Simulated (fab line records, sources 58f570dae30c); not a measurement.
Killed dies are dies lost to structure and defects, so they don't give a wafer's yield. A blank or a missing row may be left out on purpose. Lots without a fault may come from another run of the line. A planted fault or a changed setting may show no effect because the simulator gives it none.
Which tool did it? | flow berkeley_cmos170 | 7 lots, 21 wafers sampled, at 1 step of a route of 331

WHAT THE GAUGES READ, wafer by wafer
UCB170_SILICIDE_THK_MEAS_03: measures by xrf.
lot  | measured     | on            | SILICIDE_TI_THK (nm)
L131 | day 8 06:41  | film_metro-04 | 29.6 29.9 29.6
L135 | day 8 21:45  | film_metro-04 | 29.3 29.7 29.8
L137 | day 9 09:20  | film_metro-03 | 28.5 28.6 28.2
L139 | day 9 09:56  | film_metro-01 | 29.1 29.3 29.2
L143 | day 10 13:28 | film_metro-01 | 29.3 29.4 29.5
L144 | day 10 14:10 | film_metro-01 | 29.9 30.4 30.1
L145 | day 11 07:14 | film_metro-04 | 29.4 29.5 29.1

WHICH TOOL RAN EACH LOT (tool, then ch and the chambers of the sampled wafers, then the start)
The record holds no process step before these readings.

THE ANSWER, worked out from the rows above alone
Rule: what is usual is taken from the lots themselves. Put in order of their means at a reading, lots are off if they are a third of the lots or fewer, leave a main group of 4 or more, and stand apart from it by a gap of 3 or more times the standard deviation of the main group's means; of several such gaps the widest counts. A main group whose means are all the same, to the digits that the tables above print for the reading, isn't used. A lot without any number at a reading at which 4 lots or more have one is off too. The other lots that the step has rows for count as sound.
No lot is off at any reading shown: from this, nothing can be told.

WHAT THE SIMULATOR HAD PUT IN
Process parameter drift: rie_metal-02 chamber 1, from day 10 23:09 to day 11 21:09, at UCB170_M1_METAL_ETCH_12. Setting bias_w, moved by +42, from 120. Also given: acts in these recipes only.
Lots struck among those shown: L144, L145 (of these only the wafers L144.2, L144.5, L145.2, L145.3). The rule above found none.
